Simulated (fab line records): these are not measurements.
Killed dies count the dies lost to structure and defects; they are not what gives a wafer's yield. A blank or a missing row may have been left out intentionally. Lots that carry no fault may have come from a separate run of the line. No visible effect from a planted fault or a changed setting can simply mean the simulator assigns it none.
Split-lot study	flow berkeley cmos170	5 lots, 23 wafers read, on a route of 331 steps

THE SPLIT
At UCB170_NLDD_IMPLANT_09, the setting dose cm2 was moved away from the recipe's 5e+13 on 10 of the 23 wafers read, by -4.7% to +7.3%. This setting was run at the recipe's value on the other wafers.

FROM THE SPLIT TO THE READING: what the file shows between them, 11 steps
- UCB170_PSD_IMPLANT_08 (also split here: dose cm2)
- UCB170_PSD_STRIP_09: strips in O2
- UCB170_NSD_COAT_01: resist thk 900 nm (also split here: resist thk nm)
- UCB170_NSD_SOFTBAKE_02: time 60 s
- UCB170_NSD_EXPOSE_03: exposes mask NSELECT MOD, target cd 1200 nm
- UCB170_NSD_IMPLANT_08
- UCB170_NSD_STRIP_09: strips in O2
- UCB170_SDANNEAL_RTA_00: time 10 s (also split here: time s)
- UCB170_SDANNEAL_RTA_01: time 5 s
- UCB170_SDANNEAL_RS_MEAS_02: measures by four-point-probe
- UCB170_SDANNEAL_RS_MEAS_04: measures by four-point-probe

THE READING
At UCB170_SDANNEAL_RS_MEAS_05, a four-point-probe measurement gives NLDD_RS in ohm/sq. A value of 617.0 ohm/sq with a standard deviation of 1.4 ohm/sq is what fault-free wafers of this fab line usually give.

wafer	tool, chamber at the split	dose cm2 as run	against the recipe	NLDD_RS, ohm/sq	against lot-mates on the recipe
L074.1	implanter-03, 0	5e+13	recipe	619.4	-
L074.5	implanter-03, 0	5e+13	recipe	619.0	-
L074.6	implanter-03, 0	5e+13	recipe	618.4	-
L075.1	implanter-04, 0	5e+13	recipe	613.9	-
L075.2	implanter-04, 0	5.365e+13	+7.3%	599.0	-15.5
L075.4	implanter-04, 0	5e+13	recipe	615.9	-
L075.5	implanter-04, 0	5.365e+13	+7.3%	600.8	-13.7
L075.6	implanter-04, 0	5e+13	recipe	613.6	-
L078.1	implanter-01, 0	5e+13	recipe	616.5	-
L078.2	implanter-01, 0	5e+13	recipe	618.8	-
L078.3	implanter-01, 0	5e+13	recipe	617.5	-
L078.4	implanter-01, 0	5.218e+13	+4.4%	610.7	-6.9
L078.6	implanter-01, 0	5.218e+13	+4.4%	608.5	-9.1
L080.1	implanter-01, 0	5.316e+13	+6.3%	603.7	-13.9
L080.2	implanter-01, 0	5.316e+13	+6.3%	606.7	-10.9
L080.3	implanter-01, 0	5e+13	recipe	616.1	-
L080.5	implanter-01, 0	5.316e+13	+6.3%	605.5	-12.1
L080.6	implanter-01, 0	5e+13	recipe	619.1	-
L085.1	implanter-01, 0	5e+13	recipe	617.0	-
L085.3	implanter-01, 0	4.764e+13	-4.7%	624.9	+8.5
L085.4	implanter-01, 0	4.764e+13	-4.7%	623.8	+7.4
L085.5	implanter-01, 0	4.764e+13	-4.7%	627.8	+11.4
L085.6	implanter-01, 0	5e+13	recipe	615.8	-

FIT RESULTS
A straight line over all 23 wafers: NLDD_RS changes by -1.97 ohm/sq for each +1% of dose cm2; r = -0.97; the points scatter about the line by 2 ohm/sq.
The same after taking each lot's own level away (the mean of its wafers on the recipe; 23 wafers): -1.95 ohm/sq for each +1%; r = -0.99; scatter 1.2 ohm/sq.
Per that fit: largest dose cm2 move, reading shift of 14 ohm/sq.
Across the lots, their own levels run from 614.47 to 618.93 ohm/sq, a range of 3.2 times the standard deviation given above.
The two slopes are in agreement: the lot-to-lot level therefore moves the slope only a little.
Check: with one of the wafers moved furthest among these (+7.3%) left out of the fit, the line predicts -13.9 ohm/sq for it against its lot-mates. Against them it came out at -15.5 ohm/sq.

THE OTHER SPLITS THESE WAFERS WENT THROUGH
Before the reading, these wafers also passed through other splits. Each is held against what the fit with the lots' levels taken away leaves over:
other split on the same wafers	wafers away from the commonest value	r with NLDD_RS (lot level and that fit taken away)
UCB170_GATE_EXPOSE_09 dose mj	11	+0.02
UCB170_PLDD_IMPLANT_09 dose cm2	7	-0.25
UCB170_PSD_IMPLANT_08 dose cm2	8	-0.19
UCB170_NSD_COAT_01 resist thk nm	8	+0.05
UCB170_SDANNEAL_RTA_00 time s	7	-0.45

THE FILE'S OWN FIT
NLDD_RS changes by -1.95 ohm/sq for each +1% of dose cm2, r = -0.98.
